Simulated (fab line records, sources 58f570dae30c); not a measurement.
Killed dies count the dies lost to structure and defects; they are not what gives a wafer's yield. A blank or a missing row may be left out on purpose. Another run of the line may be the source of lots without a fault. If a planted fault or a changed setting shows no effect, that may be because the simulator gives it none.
Chamber matching    flow berkeley cmos170    rie diel-03 running UCB170_PWELL_ETCH_14: 4 sister chambers
The step etches Si3N4 in CH3F/Ar/O2, stops on SiO2, target depth 242 nm, time 151 s. 14 wafers are shown with their chamber, then 7 later ones without.

== WAFERS, EACH WITH ITS CHAMBER ==
wafer   chamber  throttle valve pct (%)  drypump motor current A (A)  oes product au (a.u.)
L137.4  0        7.83                    5.5                          0.932
L137.5  0        7.83                    5.5                          0.928
L137.6  1        8.22                    5.9                          0.942
L136.1  0        7.83                    5.5                          0.922
L136.4  2        7.91                    6.2                          0.938
L136.5  0        7.84                    5.6                          0.937
L139.4  3        8.13                    5.7                          0.938
L139.5  3        8.13                    5.7                          0.939
L139.6  0        7.83                    5.5                          0.936
L140.1  3        8.13                    5.7                          0.949
L140.2  2        7.91                    6.2                          0.937
L140.4  1        8.22                    5.9                          0.948
L141.3  1        8.24                    5.9                          0.943
L141.4  0        7.82                    5.6                          0.944

SIGNATURES, as means of the wafers listed above
reading                  chamber 0  chamber 1  chamber 2  chamber 3  scatter within a chamber
throttle valve pct       7.8300     8.2267     7.9100     8.1300     0.00683
drypump motor current A  5.533      5.900      6.200      5.700      0.0365
oes product au           0.93317    0.94433    0.93750    0.94200    0.00623
Rule: a wafer lies at a distance from a chamber equal to the root of the sum of squares, over the readings, of (its reading less the chamber's mean, divided by the reading's scatter). If the next closest chamber is less than 2 further off than the closest, the wafer can't be placed; otherwise it belongs to the closest. The scatter: the root of (the sum of the squares of (reading less its chamber's mean) over the shown wafers, divided by (wafers less chambers)).

== WAFERS WITH NO CHAMBER GIVEN ==
wafer   throttle valve pct (%)  drypump motor current A (A)  oes product au (a.u.)
L141.5  8.13                    5.7                          0.952
L143.2  7.82                    5.6                          0.938
L143.3  8.23                    5.9                          0.940
L143.4  8.11                    5.7                          0.955
L148.1  7.91                    6.2                          0.934
L148.2  7.82                    5.6                          0.937
L148.5  8.24                    5.9                          0.948

== CHAMBER TAKEN BY EACH ==
wafer   from the rows above  in truth
L141.5  3                    3
L143.2  0                    0
L143.3  1                    1
L143.4  3                    3
L148.1  2                    2
L148.2  0                    0
L148.5  1                    1
Placed correctly: 7 of 7. Can't be placed from these rows: 0. 0 placed wrongly.
